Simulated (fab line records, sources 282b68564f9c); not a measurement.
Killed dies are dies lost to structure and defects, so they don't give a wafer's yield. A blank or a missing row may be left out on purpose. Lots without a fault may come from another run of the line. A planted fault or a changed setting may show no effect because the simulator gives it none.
fab line records | flow rit_cmos
record lots=7 wafers=21 last_day=6
route steps=202 shown PSD@150 SDANNEAL@153 NSD@158 PLDD@159 NLDD@160 SILICIDE@161 M1@202
lots that met no fault: from a run of the same line without faults
start_h: hours from the record's first day to the start of the lot's first wafer shown | wait_h: hours since the lot's step before | " the same as in the row above | L1.1+2: a row that stands for several wafers | - no value, or no start given | * or withheld: withheld | < > ~ a bound
route shown NAME@n: a module of which the file shows steps, and the number in the route of the first | usual: mean/standard deviation of fault-free wafers | same: alike in all rows | chamber/n: place in a boat | sites: the reading at each site | _std_site: their standard deviation | _edge_site: outer sites' mean less inner sites' | radius_mm: how far each site lies from the wafer's centre | mask NAME#n: copy n | behind: the tool/chamber that last shaped the wafer | hold: why the lot was held/for how many hours/how that ended | device: the transistor (n, p or np) that didn't switch | end of line: the same wafers' tests at the end of the route | a step without rows: its recipe alone | killed: dies lost to structure and defects at the first sort, not the wafer's yield | map: a wafer's dies, x killed, . not, _ none there
set.NAME: the setting as run; set.NAME@STEP: as run at that earlier step | model.NAME: the simulator's own value behind a step, which no gauge read
lots at some steps of the route; a table a step, a row a wafer
services: from which hour (start_h, from the record's first day; less than 0 if before it) a tool's chamber was out of use, for how many hours, and why
## steps
# step RIT_PSD_IMPLANT_08
# recipe species=BF2 energy_kev=27 dose_cm2=5e+15 tilt_deg=7
# step RIT_PSD_STRIP_09
# recipe chemistry=O2 time_s=180 resist=NOVOLAK platen_temp_c=withheld power_w=500 pressure_mtorr=4000 o2_flow_sccm=4000
# usual drypump_motor_current_A=5.7/0.35
# columns lot.wafer tool chamber start_h wait_h drypump_motor_current_A rf_hours_counter_h
L151.1 plasma_asher-02 0 53.06 0.1 5.6 32
L151.5 " 0 " " 5.6 -
L151.6 " 1 " " 5.6 -
L153.3 plasma_asher-01 0 64.45 0.1 6.2 -
L153.4 " 1 " " 5.7 -
L153.5 " 0 " " 6.2 -
L157.2 plasma_asher-04 0 84.33 0.1 5.4 49
L157.5 " 1 " " 5.1 -
L157.6 " 0 " " 5.4 -
L164.1 plasma_asher-04 1 119.24 0.1 5.1 54
L164.4 " 0 " " 5.4 -
L164.5 " 1 " " 5.0 -
L166.1 plasma_asher-01 1 128.51 0.1 5.8 36
L166.5 " 0 " " 6.2 -
L166.6 " 1 " " 5.7 -
L167.1 plasma_asher-04 0 134.04 0.1 5.4 55
L167.4 " 0 " " 5.4 -
L167.5 " 1 " " 5.1 -
L168.1 plasma_asher-04 1 139.37 0.1 5.0 56
L168.3 " 0 " " 5.4 -
L168.6 " 1 " " 5.0 -
# step RIT_PSD_TW_MEAS_10
# usual PSD_TW=3402/20
# columns lot.wafer tool chamber start_h wait_h PSD_TW
L151.1 film_metro-03 - 53.23 0.1 3384
L151.5 " - " " 3363
L151.6 " - " " 3394
L153.3 film_metro-04 - 64.58 0.1 3415
L153.4 " - " " 3406
L153.5 " - " " 3406
L157.2 film_metro-03 - 84.51 0.1 3431
L157.5 " - " " 3437
L157.6 " - " " 3426
L164.1 film_metro-04 - 119.41 0.1 3401
L164.4 " - " " 3408
L164.5 " - " " 3397
L166.1 film_metro-04 - 128.68 0.1 3376
L166.5 " - " " 3363
L166.6 " - " " 3370
L167.1 film_metro-04 - 134.22 0.1 3380
L167.4 " - " " 3375
L167.5 " - " " 3383
L168.1 film_metro-02 - 139.54 0.1 3391
L168.3 " - " " 3416
L168.6 " - " " 3400
# step RIT_SDANNEAL_CLEAN_00
# recipe chemistry=SC1 mix=3:3:50 time_s=600 temp_c=75
# step RIT_SDANNEAL_CLEAN_01
# recipe chemistry=dHF dilution=50:1 time_s=30
# step RIT_SDANNEAL_CLEAN_02
# recipe chemistry=SC2 mix=3:3:50 time_s=600 temp_c=75 dry=n2_spin
# step RIT_SDANNEAL_RTA_03
# recipe temp_c=1050 time_s=5 idle_temp_c=600 ramp_up_c_per_s=342 ramp_down_c_per_s=171 cool_to_c=600 ambient=N2
# usual ramp_down_c_per_s=171.00/0.03 wafer_temp_C_max=1053.4/1.2
# columns lot.wafer tool chamber start_h wait_h ramp_down_c_per_s wafer_temp_C_max
L151.1 rtp_anneal-02 0 53.69 0.0 171.03 1052.5
L151.5 " 0 " " 171.00 1052.3
L151.6 " 0 " " 170.98 1056.4
L153.3 rtp_anneal-02 0 65.03 0.0 170.99 1054.1
L153.4 " 0 " " 170.99 1052.8
L153.5 " 0 " " 170.99 1054.4
L157.2 rtp_anneal-02 0 84.95 0.0 170.96 1055.1
L157.5 " 0 " " 171.00 1052.7
L157.6 " 0 " " 171.06 1051.9
L164.1 rtp_anneal-01 0 119.84 0.0 171.00 1052.8
L164.4 " 0 " " 170.96 1053.7
L164.5 " 0 " " 170.95 1054.1
L166.1 rtp_anneal-01 0 129.11 0.0 170.97 1051.6
L166.5 " 0 " " 171.03 1055.4
L166.6 " 0 " " 170.99 1052.3
L167.1 rtp_anneal-02 0 134.65 0.0 170.96 1053.5
L167.4 " 0 " " 170.98 1054.0
L167.5 " 0 " " 170.97 1053.1
L168.1 rtp_anneal-01 0 139.97 0.0 171.02 1052.5
L168.3 " 0 " " 171.01 1052.9
L168.6 " 0 " " 170.98 1054.6
# step RIT_SDANNEAL_RS_MEAS_04
# recipe thk_meas_gauge=four-point-probe
# usual PSD_RS=115.9/0.33
# columns lot.wafer tool chamber start_h wait_h PSD_RS[ohm/sq]
L151.1 film_metro-02 - 53.81 0.1 115.5
L151.5 " - " " 115.4
L151.6 " - " " 115.7
L153.3 film_metro-02 - 65.15 0.1 116.3
L153.4 " - " " 116.4
L153.5 " - " " 116.2
L157.2 film_metro-03 - 85.02 0.1 116.0
L157.5 " - " " 116.0
L157.6 " - " " 116.0
L164.1 film_metro-02 - 119.90 0.0 116.2
L164.4 " - " " 115.8
L164.5 " - " " 115.6
L166.1 film_metro-02 - 129.17 0.0 116.2
L166.5 " - " " 116.5
L166.6 " - " " 116.3
L167.1 film_metro-02 - 134.76 0.1 115.9
L167.4 " - " " 116.3
L167.5 " - " " 115.6
L168.1 film_metro-02 - 140.03 0.0 116.5
L168.3 " - " " 116.6
L168.6 " - " " 116.8
# step RIT_SDANNEAL_RS_MEAS_05
# recipe thk_meas_gauge=four-point-probe
# usual NSD_RS=84.5/0.31
# columns lot.wafer tool chamber start_h wait_h NSD_RS[ohm/sq]
L151.1 film_metro-02 - 53.93 0.1 84.9
L151.5 " - " " 85.2
L151.6 " - " " 84.9
L153.3 film_metro-02 - 65.27 0.1 84.5
L153.4 " - " " 84.1
L153.5 " - " " 84.3
L157.2 film_metro-03 - 85.14 0.1 85.0
L157.5 " - " " 84.3
L157.6 " - " " 84.9
L164.1 film_metro-02 - 120.02 0.1 84.6
L164.4 " - " " 84.7
L164.5 " - " " 84.6
L166.1 film_metro-02 - 129.29 0.1 84.6
L166.5 " - " " 84.5
L166.6 " - " " 84.3
L167.1 film_metro-02 - 134.88 0.1 84.6
L167.4 " - " " 84.6
L167.5 " - " " 84.8
L168.1 film_metro-02 - 140.15 0.1 84.7
L168.3 " - " " 84.8
L168.6 " - " " 84.8
# step RIT_SDANNEAL_RS_MEAS_06
# recipe thk_meas_gauge=four-point-probe
# usual PLDD_RS=178.8/0.47
# columns lot.wafer tool chamber start_h wait_h PLDD_RS[ohm/sq]
L151.1 film_metro-02 - 54.05 0.1 178.3
L151.5 " - " " 177.8
L151.6 " - " " 178.2
L153.3 film_metro-02 - 65.39 0.1 179.6
L153.4 " - " " 179.0
L153.5 " - " " 178.9
L157.2 film_metro-03 - 85.26 0.1 179.2
L157.5 " - " " 178.7
L157.6 " - " " 178.8
L164.1 film_metro-02 - 120.14 0.1 178.3
L164.4 " - " " 178.1
L164.5 " - " " 177.9
L166.1 film_metro-02 - 129.41 0.1 178.9
L166.5 " - " " 179.7
L166.6 " - " " 179.2
L167.1 film_metro-02 - 135.00 0.1 178.8
L167.4 " - " " 179.2
L167.5 " - " " 178.6
L168.1 film_metro-02 - 140.27 0.1 179.3
L168.3 " - " " 178.9
L168.6 " - " " 179.0
# step RIT_SDANNEAL_RS_MEAS_07
# recipe thk_meas_gauge=four-point-probe
# usual NLDD_RS=151.7/0.63
# columns lot.wafer tool chamber start_h wait_h NLDD_RS[ohm/sq]
L151.1 film_metro-02 - 54.17 0.1 151.3
L151.5 " - " " 151.1
L151.6 " - " " 151.3
L153.3 film_metro-02 - 65.51 0.1 152.1
L153.4 " - " " 152.2
L153.5 " - " " 151.8
L157.2 film_metro-03 - 85.38 0.1 151.9
L157.5 " - " " 151.8
L157.6 " - " " 152.5
L164.1 film_metro-02 - 120.26 0.1 152.2
L164.4 " - " " 152.2
L164.5 " - " " 152.3
L166.1 film_metro-02 - 129.53 0.1 151.4
L166.5 " - " " 151.7
L166.6 " - " " 151.2
L167.1 film_metro-02 - 135.12 0.1 151.0
L167.4 " - " " 151.6
L167.5 " - " " 151.4
L168.1 film_metro-02 - 140.39 0.1 152.4
L168.3 " - " " 152.0
L168.6 " - " " 152.7
# step RIT_SILICIDE_WET_ETCH_00
# recipe chemistry=BOE target=SiO2 target_depth_nm=14 time_s=15 dry=n2_spin dilution=10:1 temp_c=21.5
# step RIT_SILICIDE_SPUTTER_01
# recipe material=Ti target_thk_nm=30 power_w=350 chamber_pressure_pa=0.667 gas=Ar time_s=229.5 substrate_temp_c=25
# usual cathode_dc_power_W=350.01/0.062 chamber_pressure_pa=0.6672/0.0015 throttle_valve_pct=30.2/0.83
# columns lot.wafer tool chamber start_h wait_h cathode_dc_power_W chamber_pressure_pa throttle_valve_pct
L151.1 pvd_sputter-03 - 54.30 0.0 349.97 0.6706 30.1
L151.5 " - " " 349.97 0.6715 30.1
L151.6 " - " " 349.98 0.6695 30.9
L153.3 pvd_sputter-04 - 65.60 0.0 350.05 0.6665 29.5
L153.4 " - " " 350.03 0.6685 30.5
L153.5 " - " " 349.97 0.6652 30.0
L157.2 pvd_sputter-04 - 85.50 0.0 349.92 0.6676 30.3
L157.5 " - " " 350.03 0.6656 29.7
L157.6 " - " " 349.89 0.6672 30.3
L164.1 pvd_sputter-03 - 120.39 0.0 349.92 0.6665 30.6
L164.4 " - " " 350.09 0.6711 32.2
L164.5 " - " " 350.07 0.6673 32.4
L166.1 pvd_sputter-03 - 129.66 0.0 - - -
L166.5 " - " " - - -
L166.6 " - " " - - -
L167.1 pvd_sputter-01 - 135.26 0.0 - - -
L167.4 " - " " - - -
L167.5 " - " " - - -
L168.1 pvd_sputter-03 - 140.52 0.0 - - -
L168.3 " - " " - - -
L168.6 " - " " - - -
# step RIT_SILICIDE_RS_MEAS_02
# recipe thk_meas_gauge=four-point-probe reads=Ti_of_SILICIDE_SPUTTER_01
# usual SILICIDE_TI_RS=50.7/0.57
# columns lot.wafer tool chamber start_h wait_h hold SILICIDE_TI_RS[ohm/sq]
L151.1 film_metro-04 - 54.45 0.1 - 51.4
L151.5 " - " " - 51.8
L151.6 " - " " - 51.5
L153.3 film_metro-01 - 65.79 0.1 - 51.3
L153.4 " - " " - 50.3
L153.5 " - " " - 51.0
L157.2 film_metro-01 - 85.67 0.1 - 50.8
L157.5 " - " " - 50.7
L157.6 " - " " - 50.4
L164.1 film_metro-04 - 120.54 0.1 - 51.2
L164.4 " - " " - 50.9
L164.5 " - " " - 50.6
L166.1 film_metro-01 - 129.81 0.1 await_dispo/0.2h/release -
L166.5 " - " " await_dispo/0.2h/release -
L166.6 " - " " await_dispo/0.2h/release -
L166.1 film_metro-01 - 130.10 0.3 - -
L166.5 " - " " - -
L166.6 " - " " - -
L167.1 film_metro-01 - 135.41 0.1 await_dispo/0.2h/release -
L167.4 " - " " await_dispo/0.2h/release -
L167.5 " - " " await_dispo/0.2h/release -
L167.1 film_metro-01 - 135.69 0.3 - -
L167.4 " - " " - -
L167.5 " - " " - -
L168.1 film_metro-01 - 140.67 0.1 await_dispo/0.2h/release -
L168.3 " - " " await_dispo/0.2h/release -
L168.6 " - " " await_dispo/0.2h/release -
L168.1 film_metro-01 - 140.96 0.3 - -
L168.3 " - " " - -
L168.6 " - " " - -
# step RIT_SILICIDE_THK_MEAS_03
# recipe thk_meas_gauge=xrf reads=Ti_of_SILICIDE_SPUTTER_01
# usual SILICIDE_TI_THK=28.26/0.26
# columns lot.wafer tool chamber start_h wait_h hold SILICIDE_TI_THK[nm]
L151.1 film_metro-04 - 54.57 0.1 - 27.99
L151.5 " - " " - 27.83
L151.6 " - " " - 27.89
L153.3 film_metro-01 - 65.89 0.1 - 27.98
L153.4 " - " " - 28.51
L153.5 " - " " - 28.02
L157.2 film_metro-01 - 85.78 0.1 - 28.17
L157.5 " - " " - 28.39
L157.6 " - " " - 28.27
L164.1 film_metro-04 - 120.66 0.1 - 28.10
L164.4 " - " " - 28.19
L164.5 " - " " - 28.48
L166.1 film_metro-01 - 132.27 2.2 await_dispo/0.2h/release <0.00
L166.5 " - " " await_dispo/0.2h/release <0.00
L166.6 " - " " await_dispo/0.2h/release <0.00
L166.1 film_metro-01 - 132.60 0.3 - <0.00
L166.5 " - " " - <0.00
L166.6 " - " " - <0.00
L167.1 film_metro-01 - 141.24 5.5 await_dispo/0.2h/release <0.00
L167.4 " - " " await_dispo/0.2h/release <0.00
L167.5 " - " " await_dispo/0.2h/release <0.00
L167.1 film_metro-01 - 141.47 0.2 - <0.00
L167.4 " - " " - <0.00
L167.5 " - " " - <0.00
L168.1 film_metro-01 - 144.47 3.5 await_dispo/0.2h/release <0.00
L168.3 " - " " await_dispo/0.2h/release <0.00
L168.6 " - " " await_dispo/0.2h/release <0.00
L168.1 film_metro-01 - 144.80 0.3 - <0.00
L168.3 " - " " - <0.00
L168.6 " - " " - <0.00
# step RIT_M1_PROBE_99
# usual defect_limited_yield=97.5/1.2 killed_at_contacts=0.1/0.24 killed_at_front_end=7/3 killed_dies=7/3 killed_on_rim=1.9/1.4 killed_open=3.2/1.8 killed_short=3.5/2.1 sort_bin_3_pad_short=0.1/0.2 sort_bin_5_function=1.5/0.92 sort_bin_6_memory=0.9/0.6 sort_n_pass=257/3 sort_yield_pct=97.5/1.2
# same gross_dies=264 killed_at_M0_to_M3=0 killed_at_M4_up=0 killed_at_back_side=0 killed_at_other=0
# columns lot.wafer tool chamber start_h wait_h defect_limited_yield[%] killed_at_contacts killed_at_front_end killed_dies killed_on_rim killed_open killed_short sort_bin_3_pad_short[%] sort_bin_5_function[%] sort_bin_6_memory[%] sort_n_pass sort_yield_pct[%]
L151.1 prober-02 - 61.39 0.1 98.9 0 3 3 1 1 2 0 0 1.1 261 98.9
L151.5 prober-02 - 61.59 0.2 98.5 1 3 4 1 3 1 0 0.8 0.8 260 98.5
L151.6 prober-02 - 61.64 0.2 95.5 0 12 12 3 6 6 0 2.3 2.3 252 95.5
L153.3 prober-02 - 73.06 0.2 98.5 0 4 4 1 1 3 0 0.8 0.8 260 98.5
L153.4 prober-02 - 73.11 0.2 97.3 0 7 7 3 5 2 0 1.9 0.8 257 97.3
L153.5 prober-02 - 73.16 0.2 97.7 1 5 6 0 1 5 0.4 1.5 0.4 258 97.7
L157.2 prober-01 - 92.54 0.1 94.7 0 14 14 3 6 8 0.4 3.4 1.5 250 94.7
L157.5 prober-01 - 92.69 0.2 96.6 0 9 9 2 4 5 0 1.9 1.5 255 96.6
L157.6 prober-01 - 92.74 0.2 97.7 0 6 6 2 3 3 0 1.5 0.8 258 97.7
L164.1 prober-02 - 128.57 0.1 97.0 0 8 8 1 2 6 0 1.5 1.5 256 97.0
L164.4 prober-02 - 128.72 0.2 97.7 0 6 6 1 1 5 0.4 0.8 1.1 258 97.7
L164.5 prober-02 - 128.77 0.2 96.6 0 9 9 2 3 6 0.4 1.5 1.5 255 96.6
# killed by level:class
L151.1 FOX1:geometric_particle:short=1 GATE:geometric_particle:open=1 SPACER:geometric_particle:short=1
L151.5 GATE:geometric_particle:open=2 CONTACT:geometric_particle:open=1 GATE:geometric_particle:short=1
L151.6 GATE:geometric_particle:open=4 GATE:geometric_particle:short=4 FOX1:geometric_particle:short=2 FOX1:geometric_particle:open=1 REOX:geometric_particle:open=1
L153.3 GATE:geometric_particle:short=1 REOX:geometric_particle:short=1 SPACER:geometric_particle:short=1 SILICIDE:geometric_particle:open=1
L153.4 REOX:geometric_particle:open=2 FOX1:geometric_particle:open=1 FOX1:geometric_particle:short=1 GATE:geometric_particle:open=1 SILICIDE:geometric_particle:short=1 SILICIDE:geometric_particle:open=1
L153.5 REOX:geometric_particle:short=2 GATE:geometric_particle:short=1 SILICIDE:geometric_particle:short=1 SILICIDE:geometric_particle:open=1 CONTACT:geometric_particle:short=1
L157.2 GATE:geometric_particle:short=4 FOX1:geometric_particle:open=3 GATE:geometric_particle:open=3 SILICIDE:geometric_particle:short=2 FOX1:geometric_particle:short=1 SPACER:geometric_particle:short=1
L157.5 FOX1:geometric_particle:open=3 GATE:geometric_particle:short=3 FOX1:geometric_particle:short=2 REOX:geometric_particle:open=1
L157.6 GATE:geometric_particle:open=2 FOX1:geometric_particle:short=1 REOX:geometric_particle:short=1 SPACER:geometric_particle:short=1 SILICIDE:geometric_particle:open=1
L164.1 REOX:geometric_particle:short=2 SPACER:geometric_particle:short=2 FOX1:geometric_particle:short=1 GATE:geometric_particle:short=1 GATE:geometric_particle:open=1 SPACER:geometric_particle:open=1
L164.4 SPACER:geometric_particle:short=4 GATE:geometric_particle:short=1 SPACER:geometric_particle:open=1
L164.5 GATE:geometric_particle:short=4 SILICIDE:geometric_particle:short=2 SILICIDE:geometric_particle:open=2 REOX:geometric_particle:open=1
## services
# columns tool chamber start_h hours kind
pvd_sputter-04 - 86.09 1.1 repair
plasma_asher-02 - 108.75 9.0 pm
plasma_asher-02 0 108.75 9.0 vent_cycle
plasma_asher-02 1 108.75 9.0 vent_cycle
plasma_asher-02 0 117.75 - clean
plasma_asher-02 1 117.75 - clean
pvd_sputter-01 - 118.75 3.2 repair
## key
first_sign step=RIT_SILICIDE_SPUTTER_01 reading=tool_record direction=missing
effect step=RIT_SILICIDE_RS_MEAS_02 reading=visit direction=added
effect step=RIT_SILICIDE_THK_MEAS_03 reading=visit direction=added
effect step=RIT_SILICIDE_THK_MEAS_03 reading=SILICIDE_TI_THK direction=down sigmas=99+ usual=28.26 struck=<0.00
met_at RIT_SILICIDE_SPUTTER_01
struck_wafers L166.1,L166.5,L166.6,L167.1,L167.4,L167.5,L168.1,L168.3,L168.6
scrapped_behind RIT_SILICIDE_THK_MEAS_03 L166.1,L166.5,L166.6,L167.1,L167.4,L167.5,L168.1,L168.3,L168.6
onset_between 120.39 129.66
fault kind=skipped_step_whole tool=pvd_sputter-01,pvd_sputter-03 chamber=- onset_h=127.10 steps=RIT_SILICIDE_SPUTTER_01 scope=struck_lots_only
